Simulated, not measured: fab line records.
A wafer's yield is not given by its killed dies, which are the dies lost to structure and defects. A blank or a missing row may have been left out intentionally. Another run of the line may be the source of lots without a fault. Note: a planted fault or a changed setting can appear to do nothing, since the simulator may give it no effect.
8D (eight disciplines) problem report, filled in by code / flow berkeley_cmos170 / the parts of the form that need people (team, actions taken, sign-off) are left out

## 1. PROBLEM STATEMENT
PLDD_TW at UCB170_PLDD_TW_MEAS_11 reads a mean of 1111 on 6 wafers of 2 lots; wafers without a fault read 1013 with a standard deviation of 5.4. That is +18 standard deviations from the usual mean.
First seen on wafer L939.4, day 9 14:13, on film_metro-04. Wafers with a number at this step in the record: 42, from 14 lots. Rule for "out" (also "out of limits"): further than 4 standard deviations from the usual mean. All remaining wafers that have a number are taken as sound.

## 2. WHAT IT IS AND WHAT IT IS NOT
question=which readings at this step | is=PLDD_TW | is not=-
question=which lots | is=L939, L940 | is not=L925, L926, L927, L929, L930, L932, L936, L937, L941, L943, L947, L948
question=which wafers of those lots | is=all that have a number | is not=-
question=read on which gauges | is=film_metro-02, film_metro-04 | is not=film_metro-01
question=when | is=from day 9 14:13 | is not=up to then (27 sound wafers); but 9 sound wafers of L943, L947, L948 came after

## 3. WHAT RULES OUT EACH SUSPECT
Counting: any tool at a process step up to the reading is kept as a suspect provided that every lot that is out went through it and no sound lot did after the first of them.
- ruled out: the gauge at UCB170_PLDD_TW_MEAS_11. Those wafers that are out were read across 2 gauges (film_metro-02, film_metro-04).
- implanter-03 at UCB170_PLDD_IMPLANT_08: kept. It ran every lot that is out, first L939 (day 9 13:51), and no sound lot after that; its last sound lot up to then is L936 (day 8 09:52). Its own readings are out on those wafers: beam_on_s, dose_ions_cm2, faraday_current_uA.
After counting, what remains is implanter-03 at UCB170_PLDD_IMPLANT_08.

## 4. THE CAUSE (what the simulator had put in)
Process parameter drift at UCB170_PLDD_IMPLANT_08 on implanter-03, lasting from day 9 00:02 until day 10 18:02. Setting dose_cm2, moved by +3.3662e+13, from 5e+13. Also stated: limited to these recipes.
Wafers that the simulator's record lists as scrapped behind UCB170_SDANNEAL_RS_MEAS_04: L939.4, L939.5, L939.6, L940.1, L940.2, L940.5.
After counting, this tool was the only one left.

## 5. THE CHAIN OF EFFECTS, in route order
One row per reading whose mean, taken over the struck wafers that have a number, lies over 3 standard deviations from the usual. Readings are gone through only where the record gives a usual standard deviation; hours: the median, over the lots, of the time from a lot's start at the first step in this table giving one to that lot's start at this step; sigmas: the change measured in usual standard deviations.
hours=0; step=UCB170_PLDD_IMPLANT_08; reading=beam_on_s; usual=10.01 s; on struck wafers=12.08; change=+2.07; sigmas=+11
hours=0; step=UCB170_PLDD_IMPLANT_08; reading=dose_ions_cm2; usual=4.998e+13; on struck wafers=8.366e+13; change=+3.368e+13; sigmas=+99 or more
hours=0; step=UCB170_PLDD_IMPLANT_08; reading=faraday_current_uA; usual=158; on struck wafers=220; change=+62; sigmas=+21
hours=0; step=UCB170_PLDD_TW_MEAS_11; reading=PLDD_TW; usual=1013; on struck wafers=1111; change=+98; sigmas=+18
hours=15; step=UCB170_SDANNEAL_RS_MEAS_04; reading=PLDD_RS; usual=1031.6 ohm/sq; on struck wafers=822.2; change=-209.4; sigmas=-70
The process steps in it:
- UCB170_PLDD_IMPLANT_08
At these later measuring or inspecting steps, every struck wafer for which the step has a row has a number for every such reading, and none has moved that far: UCB170_NLDD_TW_MEAS_11.

## 6. WHAT WOULD HAVE CAUGHT IT SOONER
Counted from the fault's start at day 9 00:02, it took 14 hours until the first out-of-limits reading at a measuring or inspecting step in this record, taken at day 9 14:13.
Tool's own readings at UCB170_PLDD_IMPLANT_08, beam_on_s, dose_ions_cm2, faraday_current_uA: out on all struck wafers the step has rows for; an alarm limit on them would have tripped on the first.
L940, from the lots that are out (2), started UCB170_PLDD_IMPLANT_08 on implanter-03 later than day 9 14:13. Putting the tool on hold at that point would have spared it.
